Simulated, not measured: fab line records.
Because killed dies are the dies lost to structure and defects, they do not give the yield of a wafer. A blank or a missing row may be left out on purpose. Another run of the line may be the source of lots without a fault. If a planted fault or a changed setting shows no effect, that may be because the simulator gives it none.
Lot-split experiment ; flow ritCmos ; 5 lots, 23 wafers read, on a route of 202 steps

== THE SPLIT ITSELF ==
At RIT_REOX_OXIDATION_03 (target thk 25.2 nm, ox time 5580 s), the setting oxTimeS was moved away from the recipe's 5580 s on 20 of the 23 wafers read, by -9.7% to +12.0%. The other wafers ran this setting at the recipe's value.

Split to reading: the file shows no intervening step.

== THE READING ==
Values of REOX_OXIDE_THK in nm from RIT_REOX_THK_MEAS_04. Fault-free wafers of this fab line usually give 24.9 nm, standard deviation 0.66 nm.

wafer;tool, chamber at the split;oxTimeS as run, s;against the recipe;REOX_OXIDE_THK, nm;against lot-mates on the recipe
L074.1;-, -;6252;+12.0%;27.6;no lot-mate on the recipe
L074.2;-, -;6252;+12.0%;27.4;no lot-mate on the recipe
L074.3;-, -;6252;+12.0%;27.4;no lot-mate on the recipe
L074.5;-, -;6252;+12.0%;27.7;no lot-mate on the recipe
L074.6;-, -;6252;+12.0%;27.5;no lot-mate on the recipe
L076.1;furnace-02, 0;5580;recipe;25.4;-
L076.2;furnace-02, 0;5580;recipe;25.3;-
L076.5;furnace-02, 0;5580;recipe;25.1;-
L078.1;-, -;5037;-9.7%;23.4;no lot-mate on the recipe
L078.3;-, -;5037;-9.7%;22.9;no lot-mate on the recipe
L078.4;-, -;5037;-9.7%;23.3;no lot-mate on the recipe
L078.5;-, -;5037;-9.7%;22.9;no lot-mate on the recipe
L078.6;-, -;5037;-9.7%;22.8;no lot-mate on the recipe
L080.1;-, -;5824;+4.4%;26.3;no lot-mate on the recipe
L080.3;-, -;5824;+4.4%;26.0;no lot-mate on the recipe
L080.4;-, -;5824;+4.4%;26.3;no lot-mate on the recipe
L080.5;-, -;5824;+4.4%;26.6;no lot-mate on the recipe
L080.6;-, -;5824;+4.4%;25.9;no lot-mate on the recipe
L082.1;-, -;6004;+7.6%;25.5;no lot-mate on the recipe
L082.2;-, -;6004;+7.6%;25.8;no lot-mate on the recipe
L082.4;-, -;6004;+7.6%;25.6;no lot-mate on the recipe
L082.5;-, -;6004;+7.6%;25.5;no lot-mate on the recipe
L082.6;-, -;6004;+7.6%;25.8;no lot-mate on the recipe

THE FIT
A straight line over all 23 wafers: REOX_OXIDE_THK changes by +0.189 nm for each +1% of oxTimeS; r = +0.95; the points scatter about the line by 0.5 nm.
Too few moved wafers with a lot-mate on the recipe to fit a line net of each lot's own level.

== THE WHOLE CHAIN: every reading that the file lists as answering this split, in the file's order ==
step;what it does;reading;change (the file's fit);r (the file's)
RIT_REOX_OXIDATION_03;target thk 25.2 nm, ox time 5580 s;SiO2_of_REOX_OXIDATION_03.thkNm (the simulator's own value, which no gauge read);+0.189 nm for each +1% of the setting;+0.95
RIT_REOX_THK_MEAS_04;;REOX_OXIDE_THK;+0.188 for each +1% of the setting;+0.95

== THE FILE'S OWN FIT ==
REOX_OXIDE_THK changes by +0.188 nm for each +1% of oxTimeS, r = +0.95.
